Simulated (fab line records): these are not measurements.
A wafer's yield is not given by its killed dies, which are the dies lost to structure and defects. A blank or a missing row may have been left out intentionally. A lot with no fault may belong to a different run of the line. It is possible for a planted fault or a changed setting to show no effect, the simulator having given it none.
Tool commonality check    flow rit cmos    15 lots and 45 wafers in the sample

## THE REASON FOR OPENING IT
Of 15 lots, 3 have the reading FOX2_OXIDE_THK flagged at RIT_FOX2_THK_MEAS_01. Fault-free wafers read 351 nm, with a standard deviation of 5.
Rule: a lot gets a flag if all its wafers with a number sit over 4 standard deviations from that mean, or if no wafer of it has a number. All remaining lots are regarded as sound.

lot   measured     on             FOX2_OXIDE_THK (nm), wafer by wafer  flag
L856  day 1 20:54  film metro-04  354 359 351                          
L857  day 2 01:55  film metro-02  535 520 524                          FLAGGED
L858  day 2 07:07  film metro-02  346 355 353                          
L860  day 2 16:56  film metro-01  538 532 539                          FLAGGED
L865  day 3 19:10  film metro-01  360 358 359                          
L868  day 4 10:56  film metro-01  527 508 520                          FLAGGED
L869  day 4 13:20  film metro-02  352 345 347                          
L870  day 5 00:51  film metro-02  349 349 348                          
L873  day 5 12:20  film metro-01  352 348 344                          
L874  day 5 18:02  film metro-04  355 355 361                          
L875  day 5 21:44  film metro-01  355 353 356                          
L876  day 6 11:47  film metro-01  349 353 354                          
L877  day 6 11:47  film metro-02  348 341 344                          
L878  day 7 01:49  film metro-01  339 341 341                          
L879  day 7 01:50  film metro-04  338 346 352                          
On average the flagged lots' numbers are 527 nm, which is +176 nm against the usual, or +35 standard deviations.

## WHICH TOOL RAN EACH LOT
The record keeps 1 process step preceding the reading, out of 202 steps on the route. In each cell: the tool, then ch and the chambers that the sampled wafers went through, then the start.
lot   flag     RIT_FOX2_OXIDATION_00
L856           furnace-01 ch 0, day 1 19:35
L857  FLAGGED  furnace-01 ch 0, day 1 22:54
L858           furnace-03 ch 0, day 2 05:47
L860  FLAGGED  furnace-03 ch 0, day 2 14:02
L865           furnace-01 ch 0, day 3 17:51
L868  FLAGGED  furnace-01 ch 0, day 4 07:38 and furnace-03 ch 0, day 4 09:38
L869           furnace-04 ch 0, day 4 12:02
L870           furnace-03 ch 0, day 4 23:31
L873           furnace-01 ch 0, day 5 11:01
L874           furnace-03 ch 0, day 5 16:43
L875           furnace-03 ch 0, day 5 20:25
L876           furnace-01 ch 0, day 6 10:29
L877           furnace-01 ch 0, day 6 10:29
L878           furnace-01 ch 0, day 7 00:30
L879           furnace-01 ch 0, day 7 00:30
What is done by these steps:
- RIT_FOX2_OXIDATION_00: target thk 350.7 nm, ox time 1130 s.
- RIT_FOX2_THK_MEAS_01

## FLAGGED AGAINST TOTAL, ONE TOOL AT A TIME (gauges that did the reading follow at the end)
step                   tool           lots run  flagged  share of the flagged lots  sound lots run after its first flagged lot
RIT_FOX2_OXIDATION_00  furnace-01     9         2        some                       6 (L865,L873,L876,L877,L878,L879)
RIT_FOX2_OXIDATION_00  furnace-03     6         2        some                       3 (L870,L874,L875)
RIT_FOX2_OXIDATION_00  furnace-04     1         0        none                       -
RIT_FOX2_THK_MEAS_01   film metro-01  7         2        some                       5 (L865,L873,L875,L876,L878)
RIT_FOX2_THK_MEAS_01   film metro-02  5         1        some                       4 (L858,L869,L870,L877)
RIT_FOX2_THK_MEAS_01   film metro-04  3         0        none                       -

## THE TABLE: WHAT IT ALLOWS
No row of the table ran every flagged lot.

## WHAT THE SIMULATOR PUT IN
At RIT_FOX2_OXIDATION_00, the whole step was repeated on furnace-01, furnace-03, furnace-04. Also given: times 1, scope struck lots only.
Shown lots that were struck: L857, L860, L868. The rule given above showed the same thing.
